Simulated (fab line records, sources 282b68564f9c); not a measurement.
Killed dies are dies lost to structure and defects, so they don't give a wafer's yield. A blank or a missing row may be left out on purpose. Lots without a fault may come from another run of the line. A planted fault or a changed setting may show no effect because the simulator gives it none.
Which tool did it? | flow rit_cmos | 7 lots, 21 wafers sampled, at 2 steps of a route of 202

WHAT THE GAUGES READ, wafer by wafer
RIT_GATE_THK_MEAS_07.
lot  | measured    | on            | GATE_OXIDE_THK (nm)
L552 | day 2 21:11 | film_metro-01 | 2.96 2.98 3.08
L555 | day 3 12:23 | film_metro-02 | 2.96 3.03 2.96
L557 | day 3 21:56 | film_metro-01 | 2.95 2.99 3.03
L559 | day 4 08:53 | film_metro-02 | 3.05 2.96 2.95
L566 | day 5 17:01 | film_metro-01 | 2.92 2.99 2.95
L571 | day 6 17:53 | film_metro-01 | 3.18 3.15 3.09
L574 | day 7 07:13 | film_metro-04 | 2.99 2.96 3.00

WHICH TOOL RAN EACH LOT (tool, then ch and the chambers of the sampled wafers, then the start)
lot  | RIT_PWELL_IMPLANT_08
L552 | implanter-02 ch 0, day 2 06:17
L555 | implanter-04 ch 0, day 3 00:51
L557 | implanter-04 ch 0, day 3 08:57
L559 | implanter-02 ch 0, day 3 16:56
L566 | implanter-03 ch 0, day 5 05:26
L571 | implanter-04 ch 0, day 6 03:47
L574 | implanter-03 ch 0, day 6 20:19
- RIT_PWELL_IMPLANT_08

THE ANSWER, worked out from the rows above alone
Rule: what is usual is taken from the lots themselves. Put in order of their means at a reading, lots are off if they are a third of the lots or fewer, leave a main group of 4 or more, and stand apart from it by a gap of 3 or more times the standard deviation of the main group's means; of several such gaps the widest counts. A main group whose means are all the same, to the digits that the tables above print for the reading, isn't used. A lot without any number at a reading at which 4 lots or more have one is off too. The other lots that the step has rows for count as sound.
Off: L571, at RIT_GATE_THK_MEAS_07 (GATE_OXIDE_THK). The main group: mean 2.98 nm, standard deviation 0.016.
A tool fits if, at a process step before that reading, it ran every lot that is off, and no sound lot after the first of them. The gauges at RIT_GATE_THK_MEAS_07 are tried like those tools. Can't be told from this: 2 tools fit, implanter-04 at RIT_PWELL_IMPLANT_08, film_metro-01 at RIT_GATE_THK_MEAS_07.

WHAT THE SIMULATOR HAD PUT IN
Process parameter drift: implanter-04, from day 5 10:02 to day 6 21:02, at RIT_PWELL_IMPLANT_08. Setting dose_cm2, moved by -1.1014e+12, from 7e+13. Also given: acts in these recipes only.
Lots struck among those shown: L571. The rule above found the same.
